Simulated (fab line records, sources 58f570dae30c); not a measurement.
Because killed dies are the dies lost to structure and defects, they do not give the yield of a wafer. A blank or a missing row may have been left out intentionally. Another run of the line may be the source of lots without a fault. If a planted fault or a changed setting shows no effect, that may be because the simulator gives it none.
Split-lot experiment + flow berkeley cmos170 + 23 wafers read from 5 lots, route of 331 steps

## ON THE SPLIT
At UCB170_M3_PEB_13, the setting peb temp c was moved away from the recipe's 130 C on 7 of the 23 wafers read, by -1.0% to +0.8%. All remaining wafers had this setting at the recipe value.

## FROM THE SPLIT TO THE READING: what the file shows between them, 5 steps
- UCB170_M3_DEVELOP_14: develop time 45 s
- UCB170_M3_CD_MEAS_15: target cd 700 nm
- UCB170_M3_ETCH_17: etches BARC in N2/H2
- UCB170_M3_METAL_ETCH_18: etches Al in Cl2/BCl3, stops on SiO2, target depth 1170 nm, time 195 s
- UCB170_M3_STRIP_19: strips in O2

## THE READING
At UCB170_M3_CD_MEAS_90: cd nm in nanometres, against a target cd of 700 nm. Typical for fault-free wafers on this fab line: 699 nm, with standard deviation 3.8 nm.

| wafer  | tool, chamber at the split | peb temp c as run, C | against the recipe | cd nm, nm | against lot-mates on the recipe |
|--------|----------------------------|----------------------|--------------------|-----------|---------------------------------|
| L075.1 | litho track-01, 0          | 130                  | recipe             | 696       | -                               |
| L075.2 | litho track-01, 0          | 130                  | recipe             | 699       | -                               |
| L075.3 | litho track-01, 0          | 130                  | recipe             | 698       | -                               |
| L075.4 | litho track-01, 0          | 130                  | recipe             | 692       | -                               |
| L075.6 | litho track-01, 0          | 130                  | recipe             | 697       | -                               |
| L076.2 | litho track-03, 0          | 130                  | recipe             | 700       | -                               |
| L076.3 | litho track-03, 0          | 130                  | recipe             | 698       | -                               |
| L076.5 | litho track-03, 0          | 130                  | recipe             | 698       | -                               |
| L082.1 | litho track-04, 0          | 128.9                | -0.8%              | 711       | +9                              |
| L082.2 | litho track-04, 0          | 128.9                | -0.8%              | 708       | +6                              |
| L082.4 | litho track-04, 0          | 130                  | recipe             | 703       | -                               |
| L082.5 | litho track-04, 0          | 130                  | recipe             | 703       | -                               |
| L082.6 | litho track-04, 0          | 130                  | recipe             | 700       | -                               |
| L081.1 | litho track-04, 0          | 130                  | recipe             | 706       | -                               |
| L081.2 | litho track-04, 0          | 131.1                | +0.8%              | 699       | -7                              |
| L081.3 | litho track-04, 0          | 130                  | recipe             | 706       | -                               |
| L081.5 | litho track-04, 0          | 131.1                | +0.8%              | 698       | -8                              |
| L081.6 | litho track-04, 0          | 131.1                | +0.8%              | 696       | -10                             |
| L085.1 | litho track-03, 0          | 130                  | recipe             | 702       | -                               |
| L085.2 | litho track-03, 0          | 130                  | recipe             | 703       | -                               |
| L085.3 | litho track-03, 0          | 130                  | recipe             | 696       | -                               |
| L085.4 | litho track-03, 0          | 128.7                | -1.0%              | 707       | +7                              |
| L085.6 | litho track-03, 0          | 128.7                | -1.0%              | 710       | +10                             |

FIT RESULTS
A straight line over all 23 wafers: cd nm changes by -6.83 nm for each +1% of peb temp c; r = -0.69; the points scatter about the line by 3.7 nm.
The same after taking each lot's own level away (the mean of its wafers on the recipe; 23 wafers): -9.03 nm for each +1%; r = -0.92; scatter 2 nm.
That fit puts the effect of the largest move of peb temp c on the reading at 9 nm.
The lots' own levels span 696.4 to 706.0 nm, that is 2.5 times the standard deviation above.
So the lot-to-lot level blurs the effect unless lot-mates are compared.
Check: with one of the wafers moved furthest among these (-1.0%) left out of the fit, the line predicts +9.42 nm for it against its lot-mates. It came out at +6.67 nm against them.

## ADDITIONAL SPLITS CARRIED BY THESE WAFERS
Note: prior to the reading, these wafers also went through further splits. Each is held against what the fit with the lots' levels taken away leaves over:
| other split on the same wafers | wafers away from the commonest value | r with cd nm (lot level and that fit taken away) |
|--------------------------------|--------------------------------------|--------------------------------------------------|
| UCB170_V2_ETCH_14 time s       | 8                                    | -0.23                                            |
| UCB170_M3_COAT_10 spin rpm     | 5                                    | +0.10                                            |

## THE WHOLE CHAIN: every reading that the file lists as answering this split, in the file's order
| step                    | what it does                                                           | reading                                                   | change (the file's fit)              | r (the file's) |
|-------------------------|------------------------------------------------------------------------|-----------------------------------------------------------|--------------------------------------|----------------|
| UCB170_M3_CD_MEAS_15    | target cd 700 nm                                                       | cd nm                                                     | -8.34 nm for each +1% of the setting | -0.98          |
| UCB170_M3_ETCH_17       | etches BARC in N2/H2                                                   | M3.cd nm (the simulator's own value, which no gauge read) | -8.94 nm for each +1% of the setting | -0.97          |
| UCB170_M3_METAL_ETCH_18 | etches Al in Cl2/BCl3, stops on SiO2, target depth 1170 nm, time 195 s | M3.cd nm (the simulator's own value, which no gauge read) | -9.03 nm for each +1% of the setting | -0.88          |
| UCB170_M3_CD_MEAS_90    | target cd 700 nm                                                       | cd nm                                                     | -8.99 nm for each +1% of the setting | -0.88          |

## FILE'S OWN FIT
cd nm changes by -8.99 nm for each +1% of peb temp c, r = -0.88.
